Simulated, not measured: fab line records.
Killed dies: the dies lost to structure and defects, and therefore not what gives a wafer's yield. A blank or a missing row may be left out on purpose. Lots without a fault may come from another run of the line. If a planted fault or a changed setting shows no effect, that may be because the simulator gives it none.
Which tool was responsible? ; flow rit_cmos ; 45 wafers from 15 lots sampled at 2 of the route's 202 steps

WHAT EACH GAUGE READ, for each wafer
RIT_GATE_OVL_MEAS_17.
lot;measured;on;GATE_OVL (nm)
L976;day 2 17:36;overlay-01;0.3 0.6 -0.4
L977;day 2 19:28;overlay-02;-1.0 -3.4 -1.4
L979;day 3 10:55;overlay-01;-0.2 1.6 0.3
L980;day 3 15:10;overlay-02;-0.7 -1.0 -2.4
L983;day 4 00:18;overlay-02;-1.4 -1.9 -0.8
L984;day 4 05:11;overlay-02;0.7 -2.8 -1.6
L986;day 4 18:07;overlay-01;-0.8 0.1 -1.1
L988;day 5 01:33;overlay-02;-151.9 -151.9 -152.1
L989;day 5 05:26;overlay-02;-1.0 -1.8 -1.6
L991;day 5 16:59;overlay-02;-152.2 -154.0 -152.0
L994;day 6 07:33;overlay-02;-149.9 -151.3 -151.5
L996;day 6 16:48;overlay-01;-0.6 -0.8 -1.4
L997;day 7 00:06;overlay-01;0.0 -2.1 -0.7
L998;day 7 04:20;overlay-01;1.3 -1.4 0.4
L999;day 7 08:10;overlay-01;2.2 -0.5 0.6

WHICH TOOL RAN EACH LOT (tool, then ch and the chambers of the sampled wafers, then the start)
lot;RIT_GATE_EXPOSE_13
L976;iline_stepper-01 ch 0, day 2 17:07
L977;iline_stepper-02 ch 0, day 2 18:56
L979;iline_stepper-02 ch 0, day 3 10:24
L980;iline_stepper-02 ch 0, day 3 14:31
L983;iline_stepper-01 ch 0, day 3 23:49
L984;iline_stepper-02 ch 0, day 4 04:40
L986;iline_stepper-02 ch 0, day 4 17:36
L988;iline_stepper-02 ch 0, day 5 01:02
L989;iline_stepper-01 ch 0, day 5 04:53
L991;iline_stepper-02 ch 0, day 5 16:16
L994;iline_stepper-02 ch 0, day 6 07:00
L996;iline_stepper-01 ch 0, day 6 16:17
L997;iline_stepper-01 ch 0, day 6 23:36
L998;iline_stepper-01 ch 0, day 7 03:49
L999;iline_stepper-01 ch 0, day 7 07:38
- RIT_GATE_EXPOSE_13: exposes mask M6, target cd 150 nm.

WHAT THE TOOLS THEMSELVES READ (means of the sampled wafers that have a number; where no wafer has one, the mark that the record gives instead)
RIT_GATE_EXPOSE_13.
lot;tool;stage_vel_mm_s (mm/s)
L976;iline_stepper-01;500.13
L977;iline_stepper-02;499.80
L979;iline_stepper-02;499.92
L980;iline_stepper-02;500.14
L983;iline_stepper-01;499.80
L984;iline_stepper-02;500.40
L986;iline_stepper-02;500.35
L988;iline_stepper-02;500.36
L989;iline_stepper-01;500.22
L991;iline_stepper-02;500.08
L994;iline_stepper-02;499.83
L996;iline_stepper-01;499.99
L997;iline_stepper-01;500.14
L998;iline_stepper-01;499.57
L999;iline_stepper-01;500.02

THE ANSWER, worked out from the rows above alone
Rule: the lots themselves supply what counts as usual. Put in order of their means at a reading, lots are off if they are a third of the lots or fewer, leave a main group of 4 or more, and stand apart from it by a gap of 3 or more times the standard deviation of the main group's means; of several such gaps the widest counts. Not used: any main group whose means are identical at the precision the tables above print for the reading. A lot without any number at a reading at which 4 lots or more have one is off too. The other lots that the step has rows for count as sound. Order of review: gauges by route order, followed by the tools' own readings, for which a lot's mean as printed above is used. At the first step where some lot is off, the reading lying furthest off is the one used; lots without a number count as furthest.
Off: L988, L991, L994, seen at RIT_GATE_OVL_MEAS_17 (GATE_OVL). The main group: mean -0.7 nm, standard deviation 0.84.
A tool fits if, at a process step before that reading, it ran every lot that is off, and no sound lot after the first of them. The gauges at RIT_GATE_OVL_MEAS_17 are tried like those tools. One fits: RIT_GATE_EXPOSE_13 on iline_stepper-02. Its last sound lot is L986 (day 4 17:36), its first lot that is off L988 (day 5 01:02): a fault that began between those two fits.

WHAT THE SIMULATOR HAD PUT IN
Scanner matching overlay: iline_stepper-02, from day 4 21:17 on, at RIT_GATE_EXPOSE_13. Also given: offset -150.
Struck lots among those shown: L988, L991, L994. Same finding as the rule above.
